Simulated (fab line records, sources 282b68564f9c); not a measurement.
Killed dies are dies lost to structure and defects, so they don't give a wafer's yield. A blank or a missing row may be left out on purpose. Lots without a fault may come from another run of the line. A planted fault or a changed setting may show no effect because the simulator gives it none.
Which tool did it? | flow rit_cmos | 6 lots, 18 wafers sampled, at 2 steps of a route of 202

WHAT THE GAUGES READ, wafer by wafer
RIT_NSD_OVL_MEAS_06.
lot  | measured    | on         | NSD_OVL (nm)
L256 | day 3 20:01 | overlay-01 | 1.3 1.3 0.5
L258 | day 4 05:22 | overlay-01 | 1.7 1.6 0.9
L260 | day 4 15:53 | overlay-02 | -0.6 2.2 1.1
L263 | day 5 06:56 | overlay-01 | 2.3 0.6 0.1
L265 | day 5 18:01 | overlay-01 | -0.2 1.3 1.3
L273 | day 7 08:26 | overlay-01 | -0.5 0.4 1.0

WHICH TOOL RAN EACH LOT (tool, then ch and the chambers of the sampled wafers, then the start)
lot  | RIT_REOX_CLEAN_02
L256 | wet_bench-01 ch 0, day 3 10:41
L258 | wet_bench-03 ch 0, day 3 19:49
L260 | wet_bench-04 ch 1, day 4 04:58
L263 | wet_bench-01 ch 3, day 4 20:45
L265 | wet_bench-01 ch 2, day 5 08:40
L273 | wet_bench-04 ch 0, day 6 23:08
- RIT_REOX_CLEAN_02: cleans in SC2, time 600 s.

THE ANSWER, worked out from the rows above alone
Rule: what is usual is taken from the lots themselves. Put in order of their means at a reading, lots are off if they are a third of the lots or fewer, leave a main group of 4 or more, and stand apart from it by a gap of 3 or more times the standard deviation of the main group's means; of several such gaps the widest counts. A main group whose means are all the same, to the digits that the tables above print for the reading, isn't used. A lot without any number at a reading at which 4 lots or more have one is off too. The other lots that the step has rows for count as sound.
No lot is off at any reading shown: from this, nothing can be told.

WHAT THE SIMULATOR HAD PUT IN
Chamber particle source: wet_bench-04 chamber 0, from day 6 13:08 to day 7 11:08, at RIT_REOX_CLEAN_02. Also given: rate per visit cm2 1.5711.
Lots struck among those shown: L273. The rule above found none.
